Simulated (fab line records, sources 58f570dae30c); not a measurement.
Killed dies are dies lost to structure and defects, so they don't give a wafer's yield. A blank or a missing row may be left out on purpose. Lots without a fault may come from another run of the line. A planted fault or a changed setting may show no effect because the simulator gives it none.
Which tool did it? | flow berkeley_cmos170 | 15 lots, 45 wafers sampled, at 2 steps of a route of 331

WHAT THE GAUGES READ, wafer by wafer
UCB170_SCREENOX_THK_MEAS_02. Usual: SCREENOX_OXIDE_THK 15.40 nm, standard deviation 0.22.
lot  | measured     | on            | SCREENOX_OXIDE_THK (nm) | flag
L960 | day 6 14:14  | film_metro-01 | 15.56 15.71 15.57       |
L961 | day 7 00:07  | film_metro-01 | 15.72 15.49 15.88       |
L963 | day 7 00:11  | film_metro-01 | 14.89 15.11 15.07       |
L964 | day 7 00:06  | film_metro-02 | 15.41 15.33 15.40       |
L966 | day 7 15:10  | film_metro-04 | 15.23 15.41 15.38       |
L967 | day 8 00:56  | film_metro-04 | 15.35 15.57 15.47       |
L970 | day 8 23:03  | film_metro-01 | 15.70 15.23 15.29       |
L971 | day 8 23:03  | film_metro-04 | 15.55 15.75 15.55       |
L972 | day 8 23:03  | film_metro-02 | 15.22 15.26 14.96       |
L973 | day 9 10:32  | film_metro-01 | 14.96 15.10 15.12       |
L974 | day 9 10:32  | film_metro-04 | 15.37 15.25 15.14       |
L975 | day 9 21:37  | film_metro-02 | 20.15 20.45 20.45       | OFF
L976 | day 9 21:40  | film_metro-04 | 20.36 20.33 20.52       | OFF
L977 | day 9 21:35  | film_metro-04 | 20.33 20.26 20.47       | OFF
L978 | day 10 12:35 | film_metro-01 | 15.63 15.58 15.71       |

WHICH TOOL RAN EACH LOT (tool, then ch and the chambers of the sampled wafers, then the start)
lot  | UCB170_SCREENOX_OXIDATION_01
L960 | furnace-04 ch 0, day 6 12:34
L961 | furnace-04 ch 0, day 6 22:26
L963 | furnace-04 ch 0, day 6 22:26
L964 | furnace-04 ch 0, day 6 22:26
L966 | furnace-02 ch 0, day 7 13:29
L967 | furnace-01 ch 0, day 7 23:14
L970 | furnace-04 ch 0, day 8 21:23
L971 | furnace-04 ch 0, day 8 21:23
L972 | furnace-04 ch 0, day 8 21:23
L973 | furnace-01 ch 0, day 9 08:52
L974 | furnace-01 ch 0, day 9 08:52
L975 | furnace-04 ch 0, day 9 19:55
L976 | furnace-04 ch 0, day 9 19:55
L977 | furnace-04 ch 0, day 9 19:55
L978 | furnace-01 ch 0, day 10 10:55
- UCB170_SCREENOX_OXIDATION_01: target thk 14.4 nm, ox time 2400 s.

WHAT THE TOOLS THEMSELVES READ (means of the sampled wafers that have a number; where no wafer has one, the mark that the record gives instead)
UCB170_SCREENOX_OXIDATION_01. Usual: zone_power_source_pct 27.2 %, standard deviation 0.64.
lot  | tool       | zone_power_source_pct (%) | flag
L960 | furnace-04 | 26.9                      |
L961 | furnace-04 | 26.9                      |
L963 | furnace-04 | 26.7                      |
L964 | furnace-04 | 27.0                      |
L966 | furnace-02 | 27.3                      |
L967 | furnace-01 | 28.0                      |
L970 | furnace-04 | 26.7                      |
L971 | furnace-04 | 26.6                      |
L972 | furnace-04 | 26.6                      |
L973 | furnace-01 | 28.0                      |
L974 | furnace-01 | 28.0                      |
L975 | furnace-04 | 26.6                      |
L976 | furnace-04 | 26.7                      |
L977 | furnace-04 | 26.5                      |
L978 | furnace-01 | 28.0                      |

THE ANSWER, worked out from the rows above alone
Rule: a lot is off if the mean of its wafers that have a number lies more than 3 standard deviations from the usual mean. A lot without any number at a reading at which 4 lots or more have one is off too. The other lots that the step has rows for count as sound. The gauges are gone through in route order, then the tools' own readings, and for those a lot's mean is taken as printed above. The first step at which some lot is off is used, and at that step the reading that is off furthest; a lot without a number counts as furthest.
Off: L975, L976, L977, at UCB170_SCREENOX_THK_MEAS_02 (SCREENOX_OXIDE_THK).
A tool fits if, at a process step before that reading, it ran every lot that is off, and no sound lot after the first of them. The gauges at UCB170_SCREENOX_THK_MEAS_02 are tried like those tools. One fits: furnace-04 at UCB170_SCREENOX_OXIDATION_01. Its last sound lot is L970 (day 8 21:23), its first lot that is off L975 (day 9 19:55): a fault that began between those two fits.

WHAT THE SIMULATOR HAD PUT IN
Process parameter drift: furnace-04, from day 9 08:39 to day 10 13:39, at UCB170_SCREENOX_OXIDATION_01. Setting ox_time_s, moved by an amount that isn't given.
Lots struck among those shown: L977, L975, L976. The rule above found the same.
